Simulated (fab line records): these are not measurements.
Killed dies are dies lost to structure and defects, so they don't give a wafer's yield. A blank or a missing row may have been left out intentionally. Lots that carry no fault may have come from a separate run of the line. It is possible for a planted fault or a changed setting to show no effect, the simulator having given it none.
fab line records + flow rit-cmos
[record]
- lots = 6
- wafers = 18
- last-day = 7
route steps=202 shown NLDD@104 PLDD@114 M1@202
lots that met no fault: taken from a fault-free run of the same line
start-h: the number of hours between the record's first day and the start of the first shown wafer of the lot + wait-h: hours elapsed since this lot's preceding step + " unchanged from the row above + L1.1+2: a single row standing in for several wafers + - either no value or no given start + * or withheld: withheld + < > ~ a bound
route shown NAME@n: names a module that has steps shown in the file, with the first one's number in the route + usual: average and standard deviation across the fault-free wafers + same: alike in all rows + chamber/n: place in a boat + sites: per-site readings + _std_site: the standard deviation of these + _edge_site: outer sites' mean less inner sites' + radius-mm: how far each site lies from the wafer's centre + mask NAME#n: copy n + behind: tool/chamber where the wafer was last shaped + hold: reason for holding the lot/hours on hold/outcome of the hold + device: names the non-switching transistor (n, p or np) + end of line: the same wafers' tests at the end of the route + a step without rows: its recipe alone + killed: at the first sort, the dies lost to defects and structure; wafer yield is something else + map: dies across one wafer; x = killed, . = not, _ = none there
set.NAME: the setting as run; set.NAME@STEP: as run at that earlier step + model.NAME: the simulator's own value behind a step, which no gauge read
certain route steps with their lots: each step a table, each wafer a row
services: when a tool's chamber went out of use (start-h, in hours from the record's first day, below 0 if earlier), for how many hours, and the reason
[[steps]]
[step RIT_NLDD_COAT_01]
[recipe]
- resist = NOVOLAK
- spin-rpm = 3250
- resist-thk-nm = 1000
[step RIT_NLDD_SOFTBAKE_02]
[recipe]
- resist = NOVOLAK
- temp-c = 90
- time-s = 60
[step RIT_NLDD_EXPOSE_03]
[recipe]
- mask-id = M7
- na = 0.57
- target-cd-nm = 40700
- dose-mj = 250
[step RIT_NLDD_PEB_04]
[recipe]
- resist = NOVOLAK
- temp-c = withheld
- time-s = withheld
[step RIT_NLDD_DEVELOP_05]
[recipe]
- resist = NOVOLAK
- develop-time-s = 50
- dev-temp-c = 23
[step RIT_NLDD_OVL_MEAS_06]
[usual]
- NLDD_OVL = 0.5/1.4
| lot.wafer | tool       | chamber | start-h | wait-h | NLDD_OVL[nm] |
|-----------|------------|---------|---------|--------|--------------|
| L180.2    | overlay-02 | -       | 52.13   | -      | 1.4          |
| L180.4    | "          | -       | "       | "      | -1.0         |
| L180.6    | "          | -       | "       | "      | 0.4          |
| L185.2    | overlay-01 | -       | 83.11   | -      | 2.7          |
| L185.4    | "          | -       | "       | "      | 1.9          |
| L185.5    | "          | -       | "       | "      | 1.9          |
| L190.1    | overlay-01 | -       | 102.23  | -      | 1.3          |
| L190.2    | "          | -       | "       | "      | 0.5          |
| L190.4    | "          | -       | "       | "      | 0.4          |
| L193.3    | overlay-02 | -       | 119.29  | -      | 2.3          |
| L193.4    | "          | -       | "       | "      | 2.4          |
| L193.6    | "          | -       | "       | "      | 3.9          |
| L196.2    | overlay-02 | -       | 131.79  | -      | 1.3          |
| L196.4    | "          | -       | "       | "      | 0.5          |
| L196.5    | "          | -       | "       | "      | -1.3         |
| L199.1    | overlay-01 | -       | 146.07  | -      | 2.8          |
| L199.4    | "          | -       | "       | "      | 1.4          |
| L199.5    | "          | -       | "       | "      | -0.6         |
[step RIT_NLDD_HARDBAKE_07]
[recipe]
- resist = NOVOLAK
- temp-c = 140
- time-s = 60
[step RIT_NLDD_IMPLANT_08]
[recipe]
- species = P
- energy-kev = 20
- dose-cm2 = 5e+14
- tilt-deg = 7
[step RIT_NLDD_STRIP_09]
[recipe]
- chemistry = O2
- time-s = 180
- resist = NOVOLAK
- platen-temp-c = withheld
- power-w = 500
- pressure-mtorr = 4000
- o2-flow-sccm = 4000
[usual]
- drypump-motor-current-A = 5.76/0.068
| lot.wafer | tool            | chamber | start-h | wait-h | drypump-motor-current-A | rf-hours-counter-h |
|-----------|-----------------|---------|---------|--------|-------------------------|--------------------|
| L180.2    | plasma-asher-03 | 1       | 52.46   | 0.1    | 5.65                    | 41                 |
| L180.4    | "               | 0       | "       | "      | 5.75                    | -                  |
| L180.6    | "               | 0       | "       | "      | 5.76                    | -                  |
| L185.2    | plasma-asher-01 | 1       | 83.44   | 0.1    | 5.78                    | 44                 |
| L185.4    | "               | 0       | "       | "      | 5.79                    | -                  |
| L185.5    | "               | 0       | "       | "      | 5.80                    | -                  |
| L190.1    | plasma-asher-02 | 0       | 102.57  | 0.1    | 5.72                    | 46                 |
| L190.2    | "               | 1       | "       | "      | 5.85                    | 46                 |
| L190.4    | "               | 0       | "       | "      | 5.69                    | -                  |
| L193.3    | plasma-asher-01 | 0       | 119.67  | 0.1    | 5.80                    | -                  |
| L193.4    | "               | 1       | "       | "      | 5.76                    | -                  |
| L193.6    | "               | 1       | "       | "      | 5.76                    | -                  |
| L196.2    | plasma-asher-01 | 0       | 132.31  | 0.1    | 5.79                    | 49                 |
| L196.4    | "               | 0       | "       | "      | 5.82                    | -                  |
| L196.5    | "               | 1       | "       | "      | 5.76                    | -                  |
| L199.1    | plasma-asher-01 | 1       | 146.43  | 0.1    | 5.77                    | 51                 |
| L199.4    | "               | 1       | "       | "      | 5.78                    | -                  |
| L199.5    | "               | 0       | "       | "      | 5.84                    | -                  |
[step RIT_NLDD_TW_MEAS_10]
[usual]
- NLDD_TW = 2491/28
| lot.wafer | tool          | chamber | start-h | wait-h | NLDD_TW |
|-----------|---------------|---------|---------|--------|---------|
| L180.2    | film-metro-03 | -       | 52.64   | 0.1    | 2466    |
| L180.4    | "             | -       | "       | "      | 2471    |
| L180.6    | "             | -       | "       | "      | 2475    |
| L185.2    | film-metro-02 | -       | 83.62   | 0.1    | 2468    |
| L185.4    | "             | -       | "       | "      | 2464    |
| L185.5    | "             | -       | "       | "      | 2477    |
| L190.1    | film-metro-03 | -       | 102.74  | 0.1    | 2465    |
| L190.2    | "             | -       | "       | "      | 2460    |
| L190.4    | "             | -       | "       | "      | 2468    |
| L193.3    | film-metro-03 | -       | 119.81  | 0.1    | 2476    |
| L193.4    | "             | -       | "       | "      | 2484    |
| L193.6    | "             | -       | "       | "      | 2472    |
| L196.2    | film-metro-04 | -       | 132.49  | 0.1    | 2519    |
| L196.4    | "             | -       | "       | "      | 2523    |
| L196.5    | "             | -       | "       | "      | 2520    |
| L199.1    | film-metro-04 | -       | 146.61  | 0.1    | 2530    |
| L199.4    | "             | -       | "       | "      | 2542    |
| L199.5    | "             | -       | "       | "      | 2531    |
[step RIT_PLDD_HMDS_00]
[recipe]
- prime-time-s = 60
- prime-temp-c = 140
[step RIT_PLDD_COAT_01]
[recipe]
- resist = NOVOLAK
- spin-rpm = 3250
- resist-thk-nm = 1000
[step RIT_PLDD_SOFTBAKE_02]
[recipe]
- resist = NOVOLAK
- temp-c = 90
- time-s = 60
[usual]
- heater-power-total-W = 34.56/0.05
- run-length-s = 89.06/0.12
| lot.wafer | tool           | chamber | start-h | wait-h | heater-power-total-W | run-length-s |
|-----------|----------------|---------|---------|--------|----------------------|--------------|
| L180.2    | litho-track-03 | 0       | 53.02   | 0.1    | 34.61                | 89.35        |
| L180.4    | "              | 0       | "       | "      | 34.58                | 88.93        |
| L180.6    | "              | 0       | "       | "      | 34.63                | 89.23        |
| L185.2    | litho-track-02 | 0       | 84.00   | 0.1    | 34.60                | 89.22        |
| L185.4    | "              | 0       | "       | "      | 34.67                | 89.15        |
| L185.5    | "              | 0       | "       | "      | 34.55                | 88.95        |
| L190.1    | litho-track-02 | 0       | 103.10  | 0.1    | 35.60                | 83.22        |
| L190.2    | "              | 0       | "       | "      | 35.54                | 83.07        |
| L190.4    | "              | 0       | "       | "      | 35.53                | 82.91        |
| L193.3    | litho-track-02 | 0       | 120.20  | 0.1    | 35.63                | 83.24        |
| L193.4    | "              | 0       | "       | "      | 35.55                | 82.97        |
| L193.6    | "              | 0       | "       | "      | 35.56                | 82.92        |
| L196.2    | litho-track-03 | 0       | 132.87  | 0.1    | 34.54                | 89.07        |
| L196.4    | "              | 0       | "       | "      | 34.60                | 89.08        |
| L196.5    | "              | 0       | "       | "      | 34.60                | 88.95        |
| L199.1    | litho-track-01 | 0       | 146.97  | 0.1    | 34.51                | 88.91        |
| L199.4    | "              | 0       | "       | "      | 34.56                | 89.18        |
| L199.5    | "              | 0       | "       | "      | 34.59                | 89.28        |
[step RIT_PLDD_EXPOSE_03]
[recipe]
- mask-id = M8
- na = 0.57
- target-cd-nm = 40900
- dose-mj = 250
[step RIT_M1_PROBE_99]
[usual]
- killed-at-contacts = 0.1/0.36
- killed-at-front-end = 7/3.1
- killed-dies = 7/3.1
- killed-open = 3.6/2.1
- killed-short = 3.2/1.9
[same]
- gross-dies = 264
- killed_at_M0_to_M3 = 0
- killed_at_M4_up = 0
- killed-at-back-side = 0
- killed-at-other = 0
| lot.wafer | tool      | chamber | start-h | wait-h | killed-at-contacts | killed-at-front-end | killed-dies | killed-open | killed-short |
|-----------|-----------|---------|---------|--------|--------------------|---------------------|-------------|-------------|--------------|
| L180.2    | prober-02 | -       | 68.20   | 0.1    | 0                  | 10                  | 10          | 6           | 4            |
| L180.4    | prober-02 | -       | 68.30   | 0.2    | 0                  | 9                   | 9           | 4           | 5            |
| L180.6    | prober-02 | -       | 68.40   | 0.2    | 0                  | 4                   | 4           | 1           | 3            |
| L190.1    | prober-02 | -       | 117.88  | 0.1    | 0                  | 5                   | 5           | 3           | 2            |
| L190.2    | prober-02 | -       | 117.93  | 0.1    | 0                  | 6                   | 6           | 2           | 4            |
| L190.4    | prober-02 | -       | 118.03  | 0.2    | 0                  | 4                   | 4           | 4           | 0            |
| L193.3    | prober-01 | -       | 135.02  | 0.2    | 1                  | 7                   | 8           | 5           | 3            |
| L193.4    | prober-01 | -       | 135.07  | 0.2    | 0                  | 0                   | 0           | 0           | 0            |
| L193.6    | prober-01 | -       | 135.17  | 0.2    | 0                  | 6                   | 6           | 5           | 1            |
// killed by level:class
L180.2 GATE:geometric-particle:short=3 GATE:geometric-particle:open=2 ACTIVE:geometric-particle:open=1 FOX1:geometric-particle:open=1 FOX2:geometric-particle:short=1 SILICIDE:geometric-particle:open=1 STARTING-WAFER:geometric-particle:open=1
L180.4 GATE:geometric-particle:short=3 FOX1:geometric-particle:short=1 FOX1:geometric-particle:open=1 GATE:geometric-particle:open=1 REOX:geometric-particle:open=1 SILICIDE:geometric-particle:short=1 SILICIDE:geometric-particle:open=1
L180.6 GATE:geometric-particle:short=2 GATE:geometric-particle:open=1 REOX:geometric-particle:short=1
L190.1 GATE:geometric-particle:open=2 FOX1:geometric-particle:open=1 GATE:geometric-particle:short=1 SPACER:geometric-particle:short=1
L190.2 SILICIDE:geometric-particle:short=2 FOX1:geometric-particle:short=1 REOX:geometric-particle:short=1 REOX:geometric-particle:open=1 SPACER:geometric-particle:open=1
L190.4 GATE:geometric-particle:open=1 REOX:geometric-particle:open=1 SPACER:geometric-particle:open=1 SILICIDE:geometric-particle:open=1
L193.3 SPACER:geometric-particle:open=2 FOX1:geometric-particle:short=1 FOX2:geometric-particle:open=1 GATE:geometric-particle:short=1 CONTACT:geometric-particle:open=1 REOX:geometric-particle:open=1 SPACER:geometric-particle:short=1
L193.4
L193.6 GATE:geometric-particle:open=3 FOX1:geometric-particle:open=1 FOX2:geometric-particle:open=1 SPACER:geometric-particle:short=1
[[services]]
| tool            | chamber | start-h | hours | kind       |
|-----------------|---------|---------|-------|------------|
| plasma-asher-02 | -       | 108.75  | 9.0   | pm         |
| plasma-asher-02 | 0       | 108.75  | 9.0   | vent-cycle |
| plasma-asher-02 | 1       | 108.75  | 9.0   | vent-cycle |
| plasma-asher-02 | 0       | 117.75  | -     | clean      |
| plasma-asher-02 | 1       | 117.75  | -     | clean      |
[[key]]
[first-sign]
- step = RIT_PLDD_SOFTBAKE_02
- reading = run-length-s
- direction = down
- sigmas = 49
- usual = *
- struck = *
[effect]
- step = RIT_PLDD_SOFTBAKE_02
- reading = heater-power-total-W
- direction = up
- sigmas = 20
- usual = 34.56
- struck = 35.57
met-at RIT_PLDD_SOFTBAKE_02
struck-wafers L190.1,L190.2,L190.4,L193.3,L193.4,L193.6
tester-left-out L190,L193
onset-between 84.00 103.10
[fault]
- kind = process-parameter-drift
- tool = litho-track-02
- chamber = -
- onset-h = 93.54
- steps = RIT_PLDD_SOFTBAKE_02
- channel = time-s
- offset = *
- shape = step
- end-h = 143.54
- acts-in = *
- stated = *
// tester-left-out: of these lots the tester's yield and bins aren't shown, on N5 and GAA mostly nor the transistor test; their killed dies are dies lost to structure and defects alone, not to doping, threshold or leakage, so they don't give the yield
